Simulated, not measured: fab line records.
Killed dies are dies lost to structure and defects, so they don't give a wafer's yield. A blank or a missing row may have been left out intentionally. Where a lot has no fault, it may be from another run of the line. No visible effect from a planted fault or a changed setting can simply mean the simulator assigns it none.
Split-lot trial    flow rit cmos    on a route of 202 steps: 5 lots, 23 wafers read

THE SPLIT
At RIT_GATE_OXIDATION_05 (target thk 3 nm, ox time 270 s), the setting ox time s was moved away from the recipe's 270 s on 15 of the 23 wafers read, by -12.5% to +5.7%. The other wafers ran this setting at the recipe's value.

BETWEEN THE SPLIT AND THE READING: the file shows 1 step in between
- RIT_GATE_ANNEAL_06: time 600 s

THE READING
GATE_OXIDE_THK (nm), taken at RIT_GATE_THK_MEAS_07. A value of 3.00 nm with a standard deviation of 0.068 nm is what fault-free wafers of this fab line usually give.

wafer   tool, chamber at the split  ox time s as run, s  against the recipe  GATE_OXIDE_THK, nm  against lot-mates on the recipe
L074.1  -, -                        285.3                +5.7%               3.17                no lot-mate on the recipe
L074.2  -, -                        285.3                +5.7%               3.16                no lot-mate on the recipe
L074.4  -, -                        285.3                +5.7%               3.17                no lot-mate on the recipe
L074.5  -, -                        285.3                +5.7%               3.22                no lot-mate on the recipe
L074.6  -, -                        285.3                +5.7%               3.16                no lot-mate on the recipe
L075.1  -, -                        284.3                +5.3%               3.12                no lot-mate on the recipe
L075.3  -, -                        284.3                +5.3%               3.09                no lot-mate on the recipe
L075.4  -, -                        284.3                +5.3%               3.14                no lot-mate on the recipe
L075.5  -, -                        284.3                +5.3%               3.09                no lot-mate on the recipe
L075.6  -, -                        284.3                +5.3%               3.10                no lot-mate on the recipe
L076.2  furnace-04, 0               270                  recipe              2.99                -
L076.3  furnace-04, 0               270                  recipe              3.04                -
L076.5  furnace-04, 0               270                  recipe              3.08                -
L081.1  -, -                        270                  recipe              3.05                -
L081.2  -, -                        270                  recipe              2.96                -
L081.3  -, -                        270                  recipe              3.02                -
L081.5  -, -                        270                  recipe              3.02                -
L081.6  -, -                        270                  recipe              2.96                -
L084.1  -, -                        236.2                -12.5%              2.66                no lot-mate on the recipe
L084.2  -, -                        236.2                -12.5%              2.69                no lot-mate on the recipe
L084.3  -, -                        236.2                -12.5%              2.67                no lot-mate on the recipe
L084.4  -, -                        236.2                -12.5%              2.77                no lot-mate on the recipe
L084.6  -, -                        236.2                -12.5%              2.69                no lot-mate on the recipe

FIT RESULTS
A straight line over all 23 wafers: GATE_OXIDE_THK changes by +0.0249 nm for each +1% of ox time s; r = +0.98; the points scatter about the line by 0.04 nm.
Too few moved wafers have a lot-mate on the recipe to fit a line with each lot's own level taken away.

THE WHOLE CHAIN: every reading that the file lists as answering this split, in the file's order
step                   what it does                    reading                                                                            change (the file's fit)                 r (the file's)
RIT_GATE_OXIDATION_05  target thk 3 nm, ox time 270 s  SiO2_of_GATE_OXIDATION_05.thk nm (the simulator's own value, which no gauge read)  +0.0244 nm for each +1% of the setting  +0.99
RIT_GATE_THK_MEAS_07                                   GATE_OXIDE_THK                                                                     +0.0248 for each +1% of the setting     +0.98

THE FILE'S OWN FIT
GATE_OXIDE_THK changes by +0.0248 nm for each +1% of ox time s, r = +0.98.
